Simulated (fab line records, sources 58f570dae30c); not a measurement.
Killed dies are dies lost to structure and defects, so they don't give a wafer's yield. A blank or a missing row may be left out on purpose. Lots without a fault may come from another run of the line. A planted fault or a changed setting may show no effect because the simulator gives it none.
fab line records | flow berkeley_cmos170
record lots=5 wafers=15 last_day=14
route steps=331 shown M1@250 V1@254
lots that met no fault: from a run of the same line without faults
start_h: hours from the record's first day to the start of the lot's first wafer shown | wait_h: hours since the lot's step before | " the same as in the row above | L1.1+2: a row that stands for several wafers | - no value, or no start given | * or withheld: withheld | < > ~ a bound
route shown NAME@n: a module of which the file shows steps, and the number in the route of the first | usual: mean/standard deviation of fault-free wafers | same: alike in all rows | chamber/n: place in a boat | sites: the reading at each site | _std_site: their standard deviation | _edge_site: outer sites' mean less inner sites' | radius_mm: how far each site lies from the wafer's centre | mask NAME#n: copy n | behind: the tool/chamber that last shaped the wafer | hold: why the lot was held/for how many hours/how that ended | device: the transistor (n, p or np) that didn't switch | end of line: the same wafers' tests at the end of the route | a step without rows: its recipe alone | killed: dies lost to structure and defects at the first sort, not the wafer's yield | map: a wafer's dies, x killed, . not, _ none there
set.NAME: the setting as run; set.NAME@STEP: as run at that earlier step | model.NAME: the simulator's own value behind a step, which no gauge read
lots at some steps of the route; a table a step, a row a wafer
services: from which hour (start_h, from the record's first day; less than 0 if before it) a tool's chamber was out of use, for how many hours, and why
## steps
# step UCB170_M1_METAL_ETCH_12
# recipe chemistry=Cl2/BCl3 target=Al stop_on=PSG pressure_mtorr=12 target_depth_a=7800 over_etch_frac=0.3 time_s=130 icp_w=600 bias_w=120 Cl2_flow_sccm=90 bcl3_flow_sccm=45
# usual drypump_motor_current_A=5.6/0.38 oes_product_au=0.858/0.0096 throttle_valve_pct=24.43/0.26
# columns lot.wafer tool chamber start_h wait_h drypump_motor_current_A oes_product_au rf_hours_counter_h throttle_valve_pct
L086.2 rie_metal-04 0 236.23 - 5.1 0.843 10 24.59
L086.4 " 1 " " 5.7 0.863 - 24.29
L086.5 " 0 " " 5.1 0.843 - 24.60
L089.1 rie_metal-04 1 260.29 - 5.7 0.858 15 24.31
L089.2 " 0 " " 5.1 0.851 11 24.58
L089.6 " 1 " " 5.7 0.862 - 24.31
L088.2 rie_metal-01 1 261.72 - 6.0 0.865 9 24.30
L088.5 " 0 " " 6.0 0.850 - 24.87
L088.6 " 1 " " 6.0 0.848 - 24.32
L095.1 rie_metal-02 1 294.99 - 5.1 0.875 5 24.25
L095.2 " 0 " " 5.4 0.866 10 24.05
L095.6 " 0 " " 5.4 0.860 - 24.07
L097.2 rie_metal-01 0 315.55 - 6.0 0.846 5 24.85
L097.3 " 0 " " 5.9 0.853 - 24.87
L097.6 " 0 " " 5.9 0.855 - 24.85
# step UCB170_M1_STRIP_13
# recipe chemistry=O2 power_w=400 pressure_mtorr=3500 platen_temp_c=withheld o2_flow_sccm=400 overash_fraction=0.5
# usual drypump_motor_current_A=6.10/0.3 oes_product_au=0.720/0.0047
# columns lot.wafer tool chamber start_h wait_h drypump_motor_current_A oes_product_au rf_hours_counter_h
L086.2 plasma_asher-04 0 236.40 0.1 6.36 0.720 59
L086.4 " 0 " " 6.37 0.715 -
L086.5 " 0 " " 6.34 0.717 -
L089.1 plasma_asher-02 1 260.42 0.1 5.69 0.720 48
L089.2 " 0 " " 6.20 0.727 48
L089.6 " 0 " " 6.20 0.723 -
L088.2 plasma_asher-02 1 261.86 0.1 5.68 0.718 48
L088.5 " 1 " " 5.68 0.720 -
L088.6 " 0 " " 6.20 0.721 -
L095.1 plasma_asher-03 0 295.12 0.1 6.53 0.712 18
L095.2 " 1 " " 5.89 0.713 18
L095.6 " 1 " " 5.88 0.732 -
L097.2 plasma_asher-02 1 315.68 0.1 5.68 0.713 53
L097.3 " 0 " " 6.21 0.717 -
L097.6 " 1 " " 5.69 0.718 -
# step UCB170_M1_CD_MEAS_90
# recipe target_cd_nm=700
# usual cd_nm=699.3/1.8
# columns lot.wafer tool chamber start_h wait_h cd_nm
L086.2 cd_sem-02 - 236.52 0.1 698.0
L086.4 " - " " 700.2
L086.5 " - " " 697.0
L089.1 cd_sem-02 - 260.52 0.1 699.7
L089.2 " - " " 696.7
L089.6 " - " " 700.5
L088.2 cd_sem-01 - 261.98 0.1 702.2
L088.5 " - " " 701.3
L088.6 " - " " 701.8
L095.1 cd_sem-01 - 295.22 0.1 698.0
L095.2 " - " " 700.0
L095.6 " - " " 695.7
L097.2 cd_sem-02 - 315.80 0.1 698.6
L097.3 " - " " 697.5
L097.6 " - " " 698.1
# step UCB170_M1_ANNEAL_14
# recipe temp_c=400 time_s=1200 ambient=forming_gas
# usual spike_tc_load_C=418.0/0.99
# columns lot.wafer tool chamber start_h wait_h spike_tc_load_C
L086.2 furnace-03 0 237.11 0.6 416.3
L086.4 " 0 " " 417.0
L086.5 " 0 " " 417.0
L089.1 furnace-03 0 261.43 0.9 419.3
L089.2 " 0 " " 418.0
L089.6 " 0 " " 419.3
L088.2 furnace-03 0 262.76 0.8 417.3
L088.5 " 0 " " 417.4
L088.6 " 0 " " 418.5
L095.1 furnace-03 0 295.34 0.1 419.1
L095.2 " 0 " " 417.8
L095.6 " 0 " " 418.3
L097.2 furnace-03 0 316.99 1.2 417.8
L097.3 " 0 " " 417.8
L097.6 " 0 " " 418.8
# step UCB170_V1_CVD_00
# recipe material=SiO2 target_thk_nm=2000 temp_c=390 precursor=TEOS/O2 time_s=250 rf_w=550 pressure_mtorr=9000
# usual heater_power_w=266/64
# columns lot.wafer tool chamber start_h wait_h heater_power_w
L086.2 pecvd-01 0 238.44 0.0 244
L086.4 " 2 " " 147
L086.5 " 1 " " 180
L089.1 pecvd-01 0 262.76 0.0 187
L089.2 " 1 " " 231
L089.6 " 0 " " 165
L088.2 pecvd-02 1 264.10 0.0 371
L088.5 " 1 " " 266
L088.6 " 0 " " 386
L095.1 pecvd-01 2 296.67 0.0 212
L095.2 " 1 " " 260
L095.6 " 1 " " 186
L097.2 pecvd-01 0 318.33 0.0 230
L097.3 " 1 " " 199
L097.6 " 1 " " 258
# step UCB170_V1_THK_MEAS_01
# recipe reads=SiO2_of_V1_CVD_00
# usual V1_TEOS_THK=1990/27
# columns lot.wafer tool chamber start_h wait_h V1_TEOS_THK[nm]
L086.2 film_metro-02 - 238.60 0.1 1980
L086.4 " - " " 2017
L086.5 " - " " 2025
L089.1 film_metro-04 - 263.00 0.2 1931
L089.2 " - " " 1961
L089.6 " - " " 1970
L088.2 film_metro-03 - 264.26 0.1 1972
L088.5 " - " " 2011
L088.6 " - " " 2021
L095.1 film_metro-03 - 296.83 0.1 1962
L095.2 " - " " 1940
L095.6 " - " " 1972
L097.2 film_metro-04 - 318.49 0.1 1974
L097.3 " - " " 1971
L097.6 " - " " 2002
# step UCB170_V1_CMP_02
# recipe material=SiO2 down_force_psi=6 platen_rpm=60 pad_velocity_m_s=0.75398
# usual motor_current_A=16.3/1.6
# columns lot.wafer tool chamber start_h wait_h motor_current_A
L086.2 cmp-01 2 239.00 0.4 19.6
L086.4 " 0 " " 16.4
L086.5 " 2 " " 20.2
L089.1 cmp-02 2 263.06 0.1 16.1
L089.2 " 0 " " 14.7
L089.6 " 2 " " 15.2
L088.2 cmp-01 2 264.46 0.2 20.8
L088.5 " 3 " " 16.6
L088.6 " 0 " " 16.8
L095.2 cmp-02 3 296.99 0.1 15.1
L095.1 " 0 " " 14.7
L095.6 " 2 " " 15.7
L097.2 cmp-02 1 318.64 0.1 16.1
L097.3 " 2 " " 16.2
L097.6 " 0 " " 14.1
# step UCB170_V1_BOW_MEAS_03
# recipe mode=bow
# usual V1_BOW=19/6.5
# columns lot.wafer tool chamber start_h wait_h V1_BOW[um]
L086.2 film_metro-02 - 239.27 0.2 34
L086.4 " - " " 28
L086.5 " - " " 18
L089.1 film_metro-03 - 263.36 0.2 18
L089.2 " - " " 22
L089.6 " - " " 24
L088.2 film_metro-04 - 264.63 0.1 19
L088.5 " - " " 18
L088.6 " - " " 12
L095.1 film_metro-02 - 297.19 0.1 18
L095.2 " - " " 21
L095.6 " - " " 26
L097.2 film_metro-04 - 318.86 0.2 20
L097.3 " - " " 12
L097.6 " - " " 18
# step UCB170_V1_THK_MEAS_04
# recipe reads=SiO2_of_V1_CVD_00
# usual V1_POLISHED_THK=999.6/1.1
# columns lot.wafer tool chamber start_h wait_h V1_POLISHED_THK[nm]
L086.2 film_metro-02 - 239.38 0.1 998.7
L086.4 " - " " 999.7
L086.5 " - " " 999.4
L089.1 film_metro-03 - 263.48 0.1 1001.0
L089.2 " - " " 999.9
L089.6 " - " " 1000.7
L088.2 film_metro-04 - 264.74 0.1 998.8
L088.5 " - " " 1000.2
L088.6 " - " " 998.8
L095.1 film_metro-02 - 297.31 0.1 1002.2
L095.2 " - " " 1000.7
L095.6 " - " " 1000.7
L097.2 film_metro-04 - 318.97 0.1 998.3
L097.3 " - " " 997.8
L097.6 " - " " 998.8
# step UCB170_V1_CLEAN_05
# recipe chemistry=DIW
# columns lot.wafer tool chamber start_h wait_h
L086.2+4+5 wet_bench-04 1 239.43 0.0
L088.2+5+6 wet_bench-01 3 265.43 0.7
L089.1+2+6 wet_bench-01 2 265.43 1.9
L095.1+2+6 wet_bench-02 3 298.29 1.0
L097.2+3+6 wet_bench-02 0 319.02 0.0
## services
# columns tool chamber start_h hours kind
cmp-01 - 213.52 1.8 repair
pecvd-02 - 222.29 14.6 pm
cmp-02 - 232.00 4.0 pm
cmp-02 - 236.00 - consumable_replace:conditioner
cmp-02 - 236.00 - consumable_replace:pad
cmp-02 - 241.81 2.2 repair
pecvd-01 2 257.14 8.0 repair
cmp-01 - 259.29 1.9 repair
rie_metal-04 1 265.47 - clean
rie_metal-04 1 265.47 15.0 scheduled_down
rie_metal-04 1 265.47 15.0 vent_cycle
cmp-02 - 266.25 4.9 pm
wet_bench-04 - 267.65 1.9 pm
cmp-02 - 273.03 0.7 repair
pecvd-01 1 283.02 4.3 repair
plasma_asher-03 - 290.25 1.4 repair
cmp-02 - 291.09 0.6 repair
cmp-01 - 297.52 1.8 repair
wet_bench-04 - 299.59 1.3 repair
cmp-02 - 300.97 3.8 repair
cmp-02 - 308.70 0.7 repair
rie_metal-04 - 313.58 0.7 repair
## key
fault none
